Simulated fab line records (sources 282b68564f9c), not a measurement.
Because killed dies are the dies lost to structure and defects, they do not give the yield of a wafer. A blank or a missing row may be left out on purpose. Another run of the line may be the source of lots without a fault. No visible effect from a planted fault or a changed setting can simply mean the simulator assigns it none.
Which tool is to blame? / flow rit-cmos / Sampling: 13 lots, 39 wafers, 3 of 202 route steps

== WHAT THE GAUGES SHOWED, per wafer ==
RIT_PSD_OVL_MEAS_06.
lot=L230; measured=day 3 00:02; on=overlay-01; PSD_OVL (nm)=4.0 2.0 3.0
lot=L233; measured=day 3 16:34; on=overlay-02; PSD_OVL (nm)=3.6 2.5 1.3
lot=L234; measured=day 3 21:51; on=overlay-02; PSD_OVL (nm)=0.0 0.0 -0.5
lot=L235; measured=day 4 05:01; on=overlay-01; PSD_OVL (nm)=-0.5 -1.0 0.0
lot=L236; measured=day 4 07:53; on=overlay-01; PSD_OVL (nm)=2.0 -0.3 3.0
lot=L237; measured=day 4 16:26; on=overlay-01; PSD_OVL (nm)=0.6 1.3 1.8
lot=L238; measured=day 4 18:29; on=overlay-01; PSD_OVL (nm)=-0.8 -0.7 0.3
lot=L240; measured=day 5 02:34; on=overlay-01; PSD_OVL (nm)=- - -
lot=L242; measured=day 5 11:43; on=overlay-02; PSD_OVL (nm)=1.0 2.3 -0.2
lot=L243; measured=day 5 18:34; on=overlay-01; PSD_OVL (nm)=-0.8 0.8 -0.6
lot=L251; measured=day 7 11:37; on=overlay-01; PSD_OVL (nm)=-3.2 -3.3 -2.0
lot=L252; measured=day 7 16:26; on=overlay-02; PSD_OVL (nm)=-0.8 -0.8 -0.5
lot=L253; measured=day 7 21:50; on=overlay-02; PSD_OVL (nm)=-0.8 -0.7 0.1

RIT_PSD_TW_MEAS_10.
lot=L230; measured=day 3 00:33; on=film-metro-04; PSD_TW=3444 3434 3438
lot=L233; measured=day 3 17:04; on=film-metro-02; PSD_TW=3426 3428 3430
lot=L234; measured=day 3 22:26; on=film-metro-04; PSD_TW=3413 3439 3442
lot=L235; measured=day 4 05:32; on=film-metro-03; PSD_TW=3440 3431 3438
lot=L236; measured=day 4 08:23; on=film-metro-04; PSD_TW=3429 3417 3416
lot=L237; measured=day 4 16:58; on=film-metro-04; PSD_TW=3421 3435 3423
lot=L238; measured=day 4 18:59; on=film-metro-04; PSD_TW=3416 3432 3431
lot=L240; measured=day 5 03:04; on=film-metro-04; PSD_TW=30 30 30
lot=L242; measured=day 5 12:14; on=film-metro-04; PSD_TW=3436 3435 3451
lot=L243; measured=day 5 19:05; on=film-metro-02; PSD_TW=3427 3426 3433
lot=L251; measured=day 7 12:08; on=film-metro-04; PSD_TW=3429 3421 3437
lot=L252; measured=day 7 16:57; on=film-metro-04; PSD_TW=3436 3419 3420
lot=L253; measured=day 7 22:34; on=film-metro-04; PSD_TW=3443 3428 3452

== WHAT TOOL EACH LOT RAN ON (gives the tool, then ch and the chambers of the sampled wafers, and finally the start) ==
lot=L230; RIT_PSD_EXPOSE_03=iline-stepper-02 ch 0, day 2 23:39
lot=L233; RIT_PSD_EXPOSE_03=iline-stepper-02 ch 0, day 3 16:10
lot=L234; RIT_PSD_EXPOSE_03=iline-stepper-01 ch 0, day 3 21:24
lot=L235; RIT_PSD_EXPOSE_03=iline-stepper-01 ch 0, day 4 04:37
lot=L236; RIT_PSD_EXPOSE_03=iline-stepper-02 ch 0, day 4 07:29
lot=L237; RIT_PSD_EXPOSE_03=iline-stepper-02 ch 0, day 4 16:03
lot=L238; RIT_PSD_EXPOSE_03=iline-stepper-01 ch 0, day 4 18:05
lot=L240; RIT_PSD_EXPOSE_03=iline-stepper-02 ch 0, day 5 02:10
lot=L242; RIT_PSD_EXPOSE_03=iline-stepper-02 ch 0, day 5 11:20
lot=L243; RIT_PSD_EXPOSE_03=iline-stepper-01 ch 0, day 5 18:13
lot=L251; RIT_PSD_EXPOSE_03=iline-stepper-02 ch 0, day 7 11:14
lot=L252; RIT_PSD_EXPOSE_03=iline-stepper-02 ch 0, day 7 16:02
lot=L253; RIT_PSD_EXPOSE_03=iline-stepper-01 ch 0, day 7 21:27
- RIT_PSD_EXPOSE_03: exposes mask M10, target cd 40900 nm.

== WHAT THE TOOLS THEMSELVES READ (means of the sampled wafers that have a number; where no wafer has one, the mark that the record gives instead) ==
RIT_PSD_EXPOSE_03.
lot=L230; tool=iline-stepper-02; exposure-dose-mJ-cm2=250.08; reticle-temp-C (C)=23.11; stage-vel-mm-s (mm/s)=500.18
lot=L233; tool=iline-stepper-02; exposure-dose-mJ-cm2=249.91; reticle-temp-C (C)=22.96; stage-vel-mm-s (mm/s)=500.03
lot=L234; tool=iline-stepper-01; exposure-dose-mJ-cm2=249.77; reticle-temp-C (C)=23.00; stage-vel-mm-s (mm/s)=500.07
lot=L235; tool=iline-stepper-01; exposure-dose-mJ-cm2=249.90; reticle-temp-C (C)=22.88; stage-vel-mm-s (mm/s)=499.87
lot=L236; tool=iline-stepper-02; exposure-dose-mJ-cm2=250.15; reticle-temp-C (C)=23.13; stage-vel-mm-s (mm/s)=500.32
lot=L237; tool=iline-stepper-02; exposure-dose-mJ-cm2=249.87; reticle-temp-C (C)=22.97; stage-vel-mm-s (mm/s)=499.84
lot=L238; tool=iline-stepper-01; exposure-dose-mJ-cm2=250.10; reticle-temp-C (C)=23.06; stage-vel-mm-s (mm/s)=499.76
lot=L240; tool=iline-stepper-02; exposure-dose-mJ-cm2=250.17; reticle-temp-C (C)=23.03; stage-vel-mm-s (mm/s)=499.74
lot=L242; tool=iline-stepper-02; exposure-dose-mJ-cm2=250.02; reticle-temp-C (C)=22.86; stage-vel-mm-s (mm/s)=499.74
lot=L243; tool=iline-stepper-01; exposure-dose-mJ-cm2=249.75; reticle-temp-C (C)=23.14; stage-vel-mm-s (mm/s)=500.08
lot=L251; tool=iline-stepper-02; exposure-dose-mJ-cm2=249.60; reticle-temp-C (C)=22.98; stage-vel-mm-s (mm/s)=500.04
lot=L252; tool=iline-stepper-02; exposure-dose-mJ-cm2=250.17; reticle-temp-C (C)=22.94; stage-vel-mm-s (mm/s)=500.13
lot=L253; tool=iline-stepper-01; exposure-dose-mJ-cm2=249.73; reticle-temp-C (C)=23.06; stage-vel-mm-s (mm/s)=499.93

== THE ANSWER, worked out from the rows above alone ==
Rule: the usual values come from the lots themselves. Put in order of their means at a reading, lots are off if they are a third of the lots or fewer, leave a main group of 4 or more, and stand apart from it by a gap of 3 or more times the standard deviation of the main group's means; of several such gaps the widest counts. A main group whose means are all the same, to the digits that the tables above print for the reading, isn't used. A lot without any number at a reading at which 4 lots or more have one is off too. Where the step has rows for the other lots, those lots are counted as sound. Order of review: gauges by route order, followed by the tools' own readings, for which a lot's mean as printed above is used. The first step at which some lot is off is used, and at that step the reading that is off furthest; a lot without a number counts as furthest.
Off: L240, at RIT_PSD_OVL_MEAS_06 (PSD_OVL). Without a number there: L240. Mean 0.3 nm and standard deviation 1.5 in the main group.
If a tool, at a process step before that reading, ran all the lots that are off and no sound lot after the first of them, it fits. Not tried: the gauges at RIT_PSD_OVL_MEAS_06; whatever is off there is also off at RIT_PSD_TW_MEAS_10, on other tools, and gauge error can't account for it. None of those tried fits.

== WHAT HAD BEEN PUT IN BY THE SIMULATOR ==
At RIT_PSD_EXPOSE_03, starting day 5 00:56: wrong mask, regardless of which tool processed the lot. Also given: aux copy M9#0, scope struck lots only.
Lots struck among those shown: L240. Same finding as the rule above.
